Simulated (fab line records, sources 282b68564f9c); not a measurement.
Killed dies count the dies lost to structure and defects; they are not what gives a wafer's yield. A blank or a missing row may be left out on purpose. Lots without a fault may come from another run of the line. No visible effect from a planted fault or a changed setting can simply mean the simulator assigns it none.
fab line records / flow ritCmos
record lots=6 wafers=18 lastDay=7
route steps=202 shown PWELL@43 WELLDRIVE@50 NWELL@51 NRETRO@53 M1@202
lots that met no fault: taken from a fault-free run of the same line
startH: the number of hours between the record's first day and the start of the first shown wafer of the lot / waitH: time in hours since the lot's previous step / " the same as in the row above / L1.1+2: one row covering several wafers at once / - either no value or no given start / * or withheld: withheld / < > ~ a bound
route shown NAME@n: NAME is a module with steps in the file, n the number in the route of the first one / usual: average and standard deviation across the fault-free wafers / same: alike in all rows / chamber/n: place in a boat / sites: readings site by site / _std_site: the standard deviation of these / _edge_site: mean of outer sites minus mean of inner sites / radiusMm: how far each site lies from the wafer's centre / mask NAME#n: copy n / behind: the tool/chamber that last shaped the wafer / hold: why the lot went on hold/how many hours it stayed there/how the hold came to an end / device: transistor that didn't switch, given as n, p or np / end of line: the tests these same wafers got at the end of their route / a step without rows: its recipe alone / killed: count of dies lost to structure and defects at first sort (not the wafer's yield) / map: a wafer's dies, marking killed ones x, the rest . and places with no die _
set.NAME: the run value of the setting; set.NAME@STEP: its run value at that earlier step / model.NAME: the simulator's own value behind a step, which no gauge read
lots seen at some steps along the route; tables by step, rows by wafer
services: when a tool's chamber went out of use (startH, in hours from the record's first day, below 0 if earlier), for how many hours, and the reason
## steps
# step RIT_PWELL_PEB_04
# recipe resist=NOVOLAK tempC=withheld timeS=withheld
# step RIT_PWELL_DEVELOP_05
# recipe resist=NOVOLAK developTimeS=68 devTempC=23
# step RIT_PWELL_OVL_MEAS_06
# usual PWELL_OVL=0.1/1.4
lot.wafer=L684.3 tool=overlay-01 chamber=- startH=33.22 waitH=- PWELL_OVL[nm]=0.8
lot.wafer=L684.5 tool=overlay-01 chamber=- startH=33.22 waitH=- PWELL_OVL[nm]=-0.4
lot.wafer=L684.6 tool=overlay-01 chamber=- startH=33.22 waitH=- PWELL_OVL[nm]=-2.2
lot.wafer=L690.2 tool=overlay-01 chamber=- startH=63.53 waitH=- PWELL_OVL[nm]=-2.0
lot.wafer=L690.3 tool=overlay-01 chamber=- startH=63.53 waitH=- PWELL_OVL[nm]=-0.7
lot.wafer=L690.6 tool=overlay-01 chamber=- startH=63.53 waitH=- PWELL_OVL[nm]=-0.3
lot.wafer=L696.1 tool=overlay-01 chamber=- startH=93.08 waitH=- PWELL_OVL[nm]=-0.8
lot.wafer=L696.3 tool=overlay-01 chamber=- startH=93.08 waitH=- PWELL_OVL[nm]=0.8
lot.wafer=L696.6 tool=overlay-01 chamber=- startH=93.08 waitH=- PWELL_OVL[nm]=0.6
lot.wafer=L697.1 tool=overlay-02 chamber=- startH=97.52 waitH=- PWELL_OVL[nm]=-2.1
lot.wafer=L697.3 tool=overlay-02 chamber=- startH=97.52 waitH=- PWELL_OVL[nm]=-1.0
lot.wafer=L697.4 tool=overlay-02 chamber=- startH=97.52 waitH=- PWELL_OVL[nm]=-1.9
lot.wafer=L699.2 tool=overlay-01 chamber=- startH=106.99 waitH=- PWELL_OVL[nm]=-3.0
lot.wafer=L699.4 tool=overlay-01 chamber=- startH=106.99 waitH=- PWELL_OVL[nm]=-1.1
lot.wafer=L699.5 tool=overlay-01 chamber=- startH=106.99 waitH=- PWELL_OVL[nm]=-0.2
lot.wafer=L704.1 tool=overlay-02 chamber=- startH=132.87 waitH=- PWELL_OVL[nm]=1.3
lot.wafer=L704.4 tool=overlay-02 chamber=- startH=132.87 waitH=- PWELL_OVL[nm]=-0.3
lot.wafer=L704.5 tool=overlay-02 chamber=- startH=132.87 waitH=- PWELL_OVL[nm]=-0.1
# step RIT_PWELL_HARDBAKE_07
# recipe resist=NOVOLAK tempC=140 timeS=120
# step RIT_PWELL_IMPLANT_08
# recipe species=B energyKev=167.2 doseCm2=7e+13 tiltDeg=7
# step RIT_PWELL_STRIP_09
# recipe chemistry=O2 timeS=180 resist=NOVOLAK platenTempC=withheld powerW=500 pressureMtorr=4000 o2FlowSccm=4000
# usual drypumpMotorCurrentA=5.59/0.27
lot.wafer=L684.3 tool=plasmaAsher-03 chamber=1 startH=33.70 waitH=0.1 drypumpMotorCurrentA=5.43 rfHoursCounterH=-
lot.wafer=L684.5 tool=plasmaAsher-03 chamber=1 startH=33.70 waitH=0.1 drypumpMotorCurrentA=5.42 rfHoursCounterH=-
lot.wafer=L684.6 tool=plasmaAsher-03 chamber=0 startH=33.70 waitH=0.1 drypumpMotorCurrentA=5.82 rfHoursCounterH=-
lot.wafer=L690.2 tool=plasmaAsher-02 chamber=0 startH=63.96 waitH=0.1 drypumpMotorCurrentA=5.28 rfHoursCounterH=41
lot.wafer=L690.3 tool=plasmaAsher-02 chamber=1 startH=63.96 waitH=0.1 drypumpMotorCurrentA=5.69 rfHoursCounterH=-
lot.wafer=L690.6 tool=plasmaAsher-02 chamber=1 startH=63.96 waitH=0.1 drypumpMotorCurrentA=5.71 rfHoursCounterH=-
lot.wafer=L696.1 tool=plasmaAsher-02 chamber=0 startH=93.51 waitH=0.1 drypumpMotorCurrentA=5.25 rfHoursCounterH=44
lot.wafer=L696.3 tool=plasmaAsher-02 chamber=1 startH=93.51 waitH=0.1 drypumpMotorCurrentA=5.72 rfHoursCounterH=-
lot.wafer=L696.6 tool=plasmaAsher-02 chamber=0 startH=93.51 waitH=0.1 drypumpMotorCurrentA=5.28 rfHoursCounterH=-
lot.wafer=L697.1 tool=plasmaAsher-01 chamber=0 startH=98.06 waitH=0.1 drypumpMotorCurrentA=5.41 rfHoursCounterH=45
lot.wafer=L697.3 tool=plasmaAsher-01 chamber=0 startH=98.06 waitH=0.1 drypumpMotorCurrentA=5.42 rfHoursCounterH=-
lot.wafer=L697.4 tool=plasmaAsher-01 chamber=1 startH=98.06 waitH=0.1 drypumpMotorCurrentA=6.20 rfHoursCounterH=-
lot.wafer=L699.2 tool=plasmaAsher-02 chamber=0 startH=107.42 waitH=0.1 drypumpMotorCurrentA=5.27 rfHoursCounterH=46
lot.wafer=L699.4 tool=plasmaAsher-02 chamber=0 startH=107.42 waitH=0.1 drypumpMotorCurrentA=5.29 rfHoursCounterH=-
lot.wafer=L699.5 tool=plasmaAsher-02 chamber=0 startH=107.42 waitH=0.1 drypumpMotorCurrentA=5.26 rfHoursCounterH=-
lot.wafer=L704.1 tool=plasmaAsher-02 chamber=1 startH=133.30 waitH=0.1 drypumpMotorCurrentA=5.70 rfHoursCounterH=2
lot.wafer=L704.4 tool=plasmaAsher-02 chamber=1 startH=133.30 waitH=0.1 drypumpMotorCurrentA=5.67 rfHoursCounterH=-
lot.wafer=L704.5 tool=plasmaAsher-02 chamber=0 startH=133.30 waitH=0.1 drypumpMotorCurrentA=5.29 rfHoursCounterH=-
# step RIT_PWELL_TW_MEAS_10
# usual PWELL_TW=956/11
lot.wafer=L684.3 tool=filmMetro-01 chamber=- startH=33.83 waitH=0.1 PWELL_TW=962
lot.wafer=L684.5 tool=filmMetro-01 chamber=- startH=33.83 waitH=0.1 PWELL_TW=964
lot.wafer=L684.6 tool=filmMetro-01 chamber=- startH=33.83 waitH=0.1 PWELL_TW=961
lot.wafer=L690.2 tool=filmMetro-02 chamber=- startH=64.14 waitH=0.1 PWELL_TW=966
lot.wafer=L690.3 tool=filmMetro-02 chamber=- startH=64.14 waitH=0.1 PWELL_TW=968
lot.wafer=L690.6 tool=filmMetro-02 chamber=- startH=64.14 waitH=0.1 PWELL_TW=962
lot.wafer=L696.1 tool=filmMetro-04 chamber=- startH=93.69 waitH=0.1 PWELL_TW=946
lot.wafer=L696.3 tool=filmMetro-04 chamber=- startH=93.69 waitH=0.1 PWELL_TW=942
lot.wafer=L696.6 tool=filmMetro-04 chamber=- startH=93.69 waitH=0.1 PWELL_TW=943
lot.wafer=L697.1 tool=filmMetro-01 chamber=- startH=98.23 waitH=0.1 PWELL_TW=959
lot.wafer=L697.3 tool=filmMetro-01 chamber=- startH=98.23 waitH=0.1 PWELL_TW=956
lot.wafer=L697.4 tool=filmMetro-01 chamber=- startH=98.23 waitH=0.1 PWELL_TW=964
lot.wafer=L699.2 tool=filmMetro-01 chamber=- startH=107.60 waitH=0.1 PWELL_TW=960
lot.wafer=L699.4 tool=filmMetro-01 chamber=- startH=107.60 waitH=0.1 PWELL_TW=962
lot.wafer=L699.5 tool=filmMetro-01 chamber=- startH=107.60 waitH=0.1 PWELL_TW=964
lot.wafer=L704.1 tool=filmMetro-01 chamber=- startH=133.48 waitH=0.1 PWELL_TW=960
lot.wafer=L704.4 tool=filmMetro-01 chamber=- startH=133.48 waitH=0.1 PWELL_TW=969
lot.wafer=L704.5 tool=filmMetro-01 chamber=- startH=133.48 waitH=0.1 PWELL_TW=964
# step RIT_WELLDRIVE_ANNEAL_00
# recipe tempC=1100 timeS=14700 ambient=N2
# step RIT_WELLDRIVE_RS_MEAS_01
# recipe thkMeasGauge=four-point-probe
# usual NWELL_RS=275.2/0.64
lot.wafer=L684.3 tool=filmMetro-01 chamber=- startH=43.72 waitH=0.0 NWELL_RS[ohm/sq]=275.1
lot.wafer=L684.5 tool=filmMetro-01 chamber=- startH=43.72 waitH=0.0 NWELL_RS[ohm/sq]=275.0
lot.wafer=L684.6 tool=filmMetro-01 chamber=- startH=43.72 waitH=0.0 NWELL_RS[ohm/sq]=275.4
lot.wafer=L690.2 tool=filmMetro-02 chamber=- startH=69.45 waitH=0.0 NWELL_RS[ohm/sq]=276.0
lot.wafer=L690.3 tool=filmMetro-02 chamber=- startH=69.45 waitH=0.0 NWELL_RS[ohm/sq]=275.5
lot.wafer=L690.6 tool=filmMetro-02 chamber=- startH=69.45 waitH=0.0 NWELL_RS[ohm/sq]=276.2
lot.wafer=L696.1 tool=filmMetro-01 chamber=- startH=98.83 waitH=0.0 NWELL_RS[ohm/sq]=274.9
lot.wafer=L696.3 tool=filmMetro-01 chamber=- startH=98.83 waitH=0.0 NWELL_RS[ohm/sq]=274.5
lot.wafer=L696.6 tool=filmMetro-01 chamber=- startH=98.83 waitH=0.0 NWELL_RS[ohm/sq]=274.0
lot.wafer=L697.1 tool=filmMetro-02 chamber=- startH=103.46 waitH=0.0 NWELL_RS[ohm/sq]=274.4
lot.wafer=L697.3 tool=filmMetro-02 chamber=- startH=103.46 waitH=0.0 NWELL_RS[ohm/sq]=274.3
lot.wafer=L697.4 tool=filmMetro-02 chamber=- startH=103.46 waitH=0.0 NWELL_RS[ohm/sq]=275.3
lot.wafer=L699.2 tool=filmMetro-02 chamber=- startH=112.76 waitH=0.0 NWELL_RS[ohm/sq]=274.7
lot.wafer=L699.4 tool=filmMetro-02 chamber=- startH=112.76 waitH=0.0 NWELL_RS[ohm/sq]=273.8
lot.wafer=L699.5 tool=filmMetro-02 chamber=- startH=112.76 waitH=0.0 NWELL_RS[ohm/sq]=275.0
lot.wafer=L704.1 tool=filmMetro-04 chamber=- startH=138.62 waitH=0.0 NWELL_RS[ohm/sq]=276.2
lot.wafer=L704.4 tool=filmMetro-04 chamber=- startH=138.62 waitH=0.0 NWELL_RS[ohm/sq]=275.3
lot.wafer=L704.5 tool=filmMetro-04 chamber=- startH=138.62 waitH=0.0 NWELL_RS[ohm/sq]=275.7
# step RIT_WELLDRIVE_RS_MEAS_02
# recipe thkMeasGauge=four-point-probe
# usual PWELL_RS=430.5/1.2
lot.wafer=L684.3 tool=filmMetro-01 chamber=- startH=43.84 waitH=0.1 PWELL_RS[ohm/sq]=431.4
lot.wafer=L684.5 tool=filmMetro-01 chamber=- startH=43.84 waitH=0.1 PWELL_RS[ohm/sq]=432.7
lot.wafer=L684.6 tool=filmMetro-01 chamber=- startH=43.84 waitH=0.1 PWELL_RS[ohm/sq]=431.3
lot.wafer=L690.2 tool=filmMetro-02 chamber=- startH=69.57 waitH=0.1 PWELL_RS[ohm/sq]=429.6
lot.wafer=L690.3 tool=filmMetro-02 chamber=- startH=69.57 waitH=0.1 PWELL_RS[ohm/sq]=429.1
lot.wafer=L690.6 tool=filmMetro-02 chamber=- startH=69.57 waitH=0.1 PWELL_RS[ohm/sq]=428.9
lot.wafer=L696.1 tool=filmMetro-01 chamber=- startH=98.95 waitH=0.1 PWELL_RS[ohm/sq]=430.3
lot.wafer=L696.3 tool=filmMetro-01 chamber=- startH=98.95 waitH=0.1 PWELL_RS[ohm/sq]=429.8
lot.wafer=L696.6 tool=filmMetro-01 chamber=- startH=98.95 waitH=0.1 PWELL_RS[ohm/sq]=430.1
lot.wafer=L697.1 tool=filmMetro-02 chamber=- startH=103.58 waitH=0.1 PWELL_RS[ohm/sq]=431.3
lot.wafer=L697.3 tool=filmMetro-02 chamber=- startH=103.58 waitH=0.1 PWELL_RS[ohm/sq]=430.9
lot.wafer=L697.4 tool=filmMetro-02 chamber=- startH=103.58 waitH=0.1 PWELL_RS[ohm/sq]=431.2
lot.wafer=L699.2 tool=filmMetro-02 chamber=- startH=112.88 waitH=0.1 PWELL_RS[ohm/sq]=432.4
lot.wafer=L699.4 tool=filmMetro-02 chamber=- startH=112.88 waitH=0.1 PWELL_RS[ohm/sq]=431.7
lot.wafer=L699.5 tool=filmMetro-02 chamber=- startH=112.88 waitH=0.1 PWELL_RS[ohm/sq]=431.6
lot.wafer=L704.1 tool=filmMetro-04 chamber=- startH=138.74 waitH=0.1 PWELL_RS[ohm/sq]=431.4
lot.wafer=L704.4 tool=filmMetro-04 chamber=- startH=138.74 waitH=0.1 PWELL_RS[ohm/sq]=429.7
lot.wafer=L704.5 tool=filmMetro-04 chamber=- startH=138.74 waitH=0.1 PWELL_RS[ohm/sq]=429.9
# step RIT_NRETRO_HMDS_00
# recipe primeTimeS=60 primeTempC=140
# step RIT_NRETRO_COAT_01
# recipe resist=NOVOLAK spinRpm=2000 resistThkNm=1300
# step RIT_NRETRO_SOFTBAKE_02
# recipe resist=NOVOLAK tempC=90 timeS=60
# usual heaterPowerTotalW=34.56/0.048 runLengthS=89.34/0.23
lot.wafer=L684.3 tool=lithoTrack-04 chamber=0 startH=44.27 waitH=0.1 heaterPowerTotalW=34.58 runLengthS=89.35
lot.wafer=L684.5 tool=lithoTrack-04 chamber=0 startH=44.27 waitH=0.1 heaterPowerTotalW=34.54 runLengthS=89.44
lot.wafer=L684.6 tool=lithoTrack-04 chamber=0 startH=44.27 waitH=0.1 heaterPowerTotalW=34.52 runLengthS=89.36
lot.wafer=L690.2 tool=lithoTrack-01 chamber=0 startH=69.99 waitH=0.1 heaterPowerTotalW=34.53 runLengthS=89.21
lot.wafer=L690.3 tool=lithoTrack-01 chamber=0 startH=69.99 waitH=0.1 heaterPowerTotalW=34.59 runLengthS=88.92
lot.wafer=L690.6 tool=lithoTrack-01 chamber=0 startH=69.99 waitH=0.1 heaterPowerTotalW=34.60 runLengthS=89.20
lot.wafer=L696.1 tool=lithoTrack-04 chamber=0 startH=99.37 waitH=0.1 heaterPowerTotalW=35.11 runLengthS=86.35
lot.wafer=L696.3 tool=lithoTrack-04 chamber=0 startH=99.37 waitH=0.1 heaterPowerTotalW=35.03 runLengthS=86.37
lot.wafer=L696.6 tool=lithoTrack-04 chamber=0 startH=99.37 waitH=0.1 heaterPowerTotalW=35.10 runLengthS=86.41
lot.wafer=L697.1 tool=lithoTrack-04 chamber=0 startH=104.00 waitH=0.1 heaterPowerTotalW=35.12 runLengthS=86.47
lot.wafer=L697.3 tool=lithoTrack-04 chamber=0 startH=104.00 waitH=0.1 heaterPowerTotalW=35.03 runLengthS=86.41
lot.wafer=L697.4 tool=lithoTrack-04 chamber=0 startH=104.00 waitH=0.1 heaterPowerTotalW=34.96 runLengthS=86.44
lot.wafer=L699.2 tool=lithoTrack-02 chamber=0 startH=113.30 waitH=0.1 heaterPowerTotalW=34.61 runLengthS=89.52
lot.wafer=L699.4 tool=lithoTrack-02 chamber=0 startH=113.30 waitH=0.1 heaterPowerTotalW=34.64 runLengthS=89.61
lot.wafer=L699.5 tool=lithoTrack-02 chamber=0 startH=113.30 waitH=0.1 heaterPowerTotalW=34.47 runLengthS=89.57
lot.wafer=L704.1 tool=lithoTrack-02 chamber=0 startH=139.16 waitH=0.1 heaterPowerTotalW=34.67 runLengthS=89.41
lot.wafer=L704.4 tool=lithoTrack-02 chamber=0 startH=139.16 waitH=0.1 heaterPowerTotalW=34.64 runLengthS=89.49
lot.wafer=L704.5 tool=lithoTrack-02 chamber=0 startH=139.16 waitH=0.1 heaterPowerTotalW=34.52 runLengthS=89.44
# step RIT_NRETRO_EXPOSE_03
# recipe maskId=M4 na=0.57 targetCdNm=43900 doseMj=250
# step RIT_M1_PROBE_99
# usual killedAtFrontEnd=7.1/2.8 killedDies=7.2/2.8 killedOpen=3.6/2.1 killedShort=3.6/1.9
# same grossDies=264 killed_at_M0_to_M3=0 killed_at_M4_up=0 killedAtBackSide=0 killedAtContacts=0 killedAtOther=0
lot.wafer=L684.3 tool=prober-01 chamber=- startH=72.95 waitH=0.2 killedAtFrontEnd=6 killedDies=6 killedOpen=1 killedShort=5
lot.wafer=L684.5 tool=prober-01 chamber=- startH=73.05 waitH=0.2 killedAtFrontEnd=4 killedDies=4 killedOpen=4 killedShort=0
lot.wafer=L684.6 tool=prober-01 chamber=- startH=73.10 waitH=0.2 killedAtFrontEnd=10 killedDies=10 killedOpen=4 killedShort=6
lot.wafer=L690.2 tool=prober-01 chamber=- startH=97.84 waitH=0.1 killedAtFrontEnd=3 killedDies=3 killedOpen=1 killedShort=2
lot.wafer=L690.3 tool=prober-01 chamber=- startH=97.89 waitH=0.2 killedAtFrontEnd=6 killedDies=6 killedOpen=3 killedShort=3
lot.wafer=L690.6 tool=prober-01 chamber=- startH=98.04 waitH=0.2 killedAtFrontEnd=9 killedDies=9 killedOpen=4 killedShort=5
lot.wafer=L696.1 tool=prober-02 chamber=- startH=127.81 waitH=0.1 killedAtFrontEnd=8 killedDies=8 killedOpen=3 killedShort=5
lot.wafer=L696.3 tool=prober-02 chamber=- startH=127.91 waitH=0.2 killedAtFrontEnd=17 killedDies=17 killedOpen=10 killedShort=7
lot.wafer=L696.6 tool=prober-02 chamber=- startH=128.06 waitH=0.2 killedAtFrontEnd=8 killedDies=8 killedOpen=7 killedShort=1
lot.wafer=L697.1 tool=prober-01 chamber=- startH=133.09 waitH=0.1 killedAtFrontEnd=5 killedDies=5 killedOpen=1 killedShort=4
lot.wafer=L697.3 tool=prober-01 chamber=- startH=133.19 waitH=0.2 killedAtFrontEnd=6 killedDies=6 killedOpen=6 killedShort=0
lot.wafer=L697.4 tool=prober-01 chamber=- startH=133.24 waitH=0.2 killedAtFrontEnd=10 killedDies=10 killedOpen=4 killedShort=6
lot.wafer=L699.2 tool=prober-01 chamber=- startH=142.25 waitH=0.1 killedAtFrontEnd=4 killedDies=4 killedOpen=3 killedShort=1
lot.wafer=L699.4 tool=prober-01 chamber=- startH=142.35 waitH=0.2 killedAtFrontEnd=11 killedDies=11 killedOpen=5 killedShort=6
lot.wafer=L699.5 tool=prober-01 chamber=- startH=142.40 waitH=0.2 killedAtFrontEnd=9 killedDies=9 killedOpen=5 killedShort=4
lot.wafer=L704.1 tool=prober-02 chamber=- startH=167.91 waitH=0.1 killedAtFrontEnd=7 killedDies=7 killedOpen=4 killedShort=3
lot.wafer=L704.4 tool=prober-02 chamber=- startH=168.06 waitH=0.2 killedAtFrontEnd=7 killedDies=7 killedOpen=1 killedShort=6
lot.wafer=L704.5 tool=prober-02 chamber=- startH=168.11 waitH=0.2 killedAtFrontEnd=9 killedDies=9 killedOpen=5 killedShort=4
# killed by level:class
L684.3 FOX1:geometricParticle:short=2 GATE:geometricParticle:short=2 FOX1:geometricParticle:open=1 REOX:geometricParticle:short=1
L684.5 FOX1:geometricParticle:open=2 GATE:geometricParticle:open=1 SPACER:geometricParticle:open=1
L684.6 GATE:geometricParticle:open=3 REOX:geometricParticle:short=2 SILICIDE:geometricParticle:short=2 GATE:geometricParticle:short=1 REOX:geometricParticle:open=1 SPACER:geometricParticle:short=1
L690.2 SILICIDE:geometricParticle:short=2 FOX2:geometricParticle:open=1
L690.3 FOX1:geometricParticle:short=1 FOX2:geometricParticle:short=1 FOX2:geometricParticle:open=1 GATE:geometricParticle:open=1 SPACER:geometricParticle:open=1 SILICIDE:geometricParticle:short=1
L690.6 GATE:geometricParticle:open=3 FOX2:geometricParticle:short=2 GATE:geometricParticle:short=2 REOX:geometricParticle:open=1 SILICIDE:geometricParticle:short=1
L696.1 REOX:geometricParticle:short=4 GATE:geometricParticle:open=2 GATE:geometricParticle:short=1 SILICIDE:geometricParticle:open=1
L696.3 GATE:geometricParticle:open=5 FOX1:geometricParticle:open=3 FOX1:geometricParticle:short=3 SILICIDE:geometricParticle:open=2 SILICIDE:geometricParticle:short=2 GATE:geometricParticle:short=1 REOX:geometricParticle:short=1
L696.6 GATE:geometricParticle:open=4 REOX:geometricParticle:open=2 FOX1:geometricParticle:open=1 GATE:geometricParticle:short=1
L697.1 GATE:geometricParticle:short=2 FOX2:geometricParticle:short=1 GATE:geometricParticle:open=1 REOX:geometricParticle:short=1
L697.3 ACTIVE:geometricParticle:open=2 SILICIDE:geometricParticle:open=2 FOX1:geometricParticle:open=1 GATE:geometricParticle:open=1
L697.4 GATE:geometricParticle:open=4 GATE:geometricParticle:short=2 SPACER:geometricParticle:short=2 FOX1:geometricParticle:short=1 REOX:geometricParticle:short=1
L699.2 FOX1:geometricParticle:short=1 FOX1:geometricParticle:open=1 FOX2:geometricParticle:open=1 GATE:geometricParticle:open=1
L699.4 FOX2:geometricParticle:short=3 GATE:geometricParticle:open=2 FOX1:geometricParticle:open=1 FOX2:geometricParticle:open=1 GATE:geometricParticle:short=1 REOX:geometricParticle:short=1 SILICIDE:geometricParticle:open=1 SILICIDE:geometricParticle:short=1
L699.5 GATE:geometricParticle:open=3 SPACER:geometricParticle:short=2 FOX2:geometricParticle:short=1 GATE:geometricParticle:short=1 REOX:geometricParticle:open=1 SPACER:geometricParticle:open=1
L704.1 REOX:geometricParticle:open=2 FOX1:geometricParticle:open=1 FOX1:geometricParticle:short=1 GATE:geometricParticle:open=1 GATE:geometricParticle:short=1 SPACER:geometricParticle:short=1
L704.4 FOX2:geometricParticle:short=2 GATE:geometricParticle:short=2 FOX1:geometricParticle:short=1 GATE:geometricParticle:open=1 SPACER:geometricParticle:short=1
L704.5 REOX:geometricParticle:open=3 FOX2:geometricParticle:short=2 FOX1:geometricParticle:open=1 GATE:geometricParticle:short=1 REOX:geometricParticle:short=1 SPACER:geometricParticle:open=1
## services
tool=plasmaAsher-01 chamber=- startH=26.35 hours=2.8 kind=pm
tool=plasmaAsher-01 chamber=- startH=61.46 hours=1.8 kind=repair
tool=plasmaAsher-03 chamber=- startH=96.68 hours=6.2 kind=repair
tool=plasmaAsher-02 chamber=- startH=108.75 hours=9.0 kind=pm
tool=plasmaAsher-02 chamber=0 startH=108.75 hours=9.0 kind=ventCycle
tool=plasmaAsher-02 chamber=1 startH=108.75 hours=9.0 kind=ventCycle
tool=plasmaAsher-02 chamber=0 startH=117.75 hours=- kind=clean
tool=plasmaAsher-02 chamber=1 startH=117.75 hours=- kind=clean
tool=plasmaAsher-01 chamber=- startH=128.92 hours=8.7 kind=repair
## key
firstSign step=RIT_NRETRO_SOFTBAKE_02 reading=runLengthS direction=down sigmas=13 usual=* struck=*
effect step=RIT_NRETRO_SOFTBAKE_02 reading=heaterPowerTotalW direction=up sigmas=10 usual=34.56 struck=35.06
metAt RIT_NRETRO_SOFTBAKE_02
struckWafers L696.1,L696.3,L696.6,L697.1,L697.3,L697.4
testerLeftOut L696,L697
onsetBetween 44.27 99.37
fault kind=processParameterDrift tool=lithoTrack-04 chamber=- onsetH=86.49 steps=RIT_NRETRO_SOFTBAKE_02 channel=timeS offset=* shape=step endH=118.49 actsIn=* stated=*
# testerLeftOut: of these lots the tester's yield and bins aren't shown, on N5 and GAA mostly nor the transistor test; their killed dies are dies lost to structure and defects alone, not to doping, threshold or leakage, so they don't give the yield
